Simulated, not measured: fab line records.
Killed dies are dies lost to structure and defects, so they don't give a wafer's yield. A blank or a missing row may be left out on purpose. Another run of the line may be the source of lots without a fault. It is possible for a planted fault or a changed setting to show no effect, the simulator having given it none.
Which tool is to blame? / flow rit_cmos / at 1 step of a route of 202, 14 lots with 42 wafers sampled

== WHAT EACH GAUGE READ, for each wafer ==
Not one reading of a measure or inspect step in the record can be checked against a usual standard deviation.

== WHAT TOOL EACH LOT RAN ON (gives the tool, then ch and the chambers of the sampled wafers, and finally the start) ==
lot=L200; RIT_NLDD_DEVELOP_05=litho_track-04 ch 0, day 3 04:00
lot=L202; RIT_NLDD_DEVELOP_05=litho_track-01 ch 0, day 3 14:00
lot=L204; RIT_NLDD_DEVELOP_05=litho_track-03 ch 0, day 3 22:00
lot=L206; RIT_NLDD_DEVELOP_05=litho_track-03 ch 0, day 4 09:00
lot=L210; RIT_NLDD_DEVELOP_05=litho_track-03, day 5 04:00
lot=L211; RIT_NLDD_DEVELOP_05=litho_track-03, day 5 10:00
lot=L213; RIT_NLDD_DEVELOP_05=litho_track-01 ch 0, day 5 20:00
lot=L214; RIT_NLDD_DEVELOP_05=litho_track-01 ch 0, day 6 01:00
lot=L215; RIT_NLDD_DEVELOP_05=litho_track-03 ch 0, day 6 07:00
lot=L217; RIT_NLDD_DEVELOP_05=litho_track-03 ch 0, day 6 17:00
lot=L218; RIT_NLDD_DEVELOP_05=litho_track-03 ch 0, day 6 22:00
lot=L219; RIT_NLDD_DEVELOP_05=litho_track-04 ch 0, day 7 02:00
lot=L220; RIT_NLDD_DEVELOP_05=litho_track-03 ch 0, day 7 06:00
lot=L221; RIT_NLDD_DEVELOP_05=litho_track-04 ch 0, day 7 11:00
- RIT_NLDD_DEVELOP_05: develop time 50 s.

== AS READ BY THE TOOLS THEMSELVES (means over the sampled wafers that have a number; for cases with no such wafer, the mark the record gives instead) ==
RIT_NLDD_DEVELOP_05.
lot=L200; tool=litho_track-04; chill_plate_temp_C (C)=22.76
lot=L202; tool=litho_track-01; chill_plate_temp_C (C)=22.94
lot=L204; tool=litho_track-03; chill_plate_temp_C (C)=22.91
lot=L206; tool=litho_track-03; chill_plate_temp_C (C)=23.08
lot=L210; tool=litho_track-03; chill_plate_temp_C (C)=-
lot=L211; tool=litho_track-03; chill_plate_temp_C (C)=-
lot=L213; tool=litho_track-01; chill_plate_temp_C (C)=23.03
lot=L214; tool=litho_track-01; chill_plate_temp_C (C)=22.98
lot=L215; tool=litho_track-03; chill_plate_temp_C (C)=22.98
lot=L217; tool=litho_track-03; chill_plate_temp_C (C)=22.98
lot=L218; tool=litho_track-03; chill_plate_temp_C (C)=22.99
lot=L219; tool=litho_track-04; chill_plate_temp_C (C)=23.20
lot=L220; tool=litho_track-03; chill_plate_temp_C (C)=22.93
lot=L221; tool=litho_track-04; chill_plate_temp_C (C)=22.86

== THE ANSWER, worked out from the rows above alone ==
Rule: usual is defined by the lots themselves. Put in order of their means at a reading, lots are off if they are a third of the lots or fewer, leave a main group of 4 or more, and stand apart from it by a gap of 3 or more times the standard deviation of the main group's means; of several such gaps the widest counts. The tables above print the reading to a certain number of digits; a main group whose means all agree to those digits is not used. Also off: a lot with no number at a reading for which 4 or more lots have one. All remaining lots with rows at the step are treated as sound. First the gauges in route order, then the tools' own readings, where a lot's mean is used as printed above. At the first step where some lot is off, the reading lying furthest off is the one used; lots without a number count as furthest.
Off at RIT_NLDD_DEVELOP_05 (chill_plate_temp_C): L210, L211. Without a number there: L210, L211. Main group: mean 22.97 C, sd 0.1.
If a tool, at that step or one of the process steps before it, ran each lot that is off and ran no sound lot following the first of them, it fits. No candidate that was tried fits.

== WHAT HAD BEEN PUT IN BY THE SIMULATOR ==
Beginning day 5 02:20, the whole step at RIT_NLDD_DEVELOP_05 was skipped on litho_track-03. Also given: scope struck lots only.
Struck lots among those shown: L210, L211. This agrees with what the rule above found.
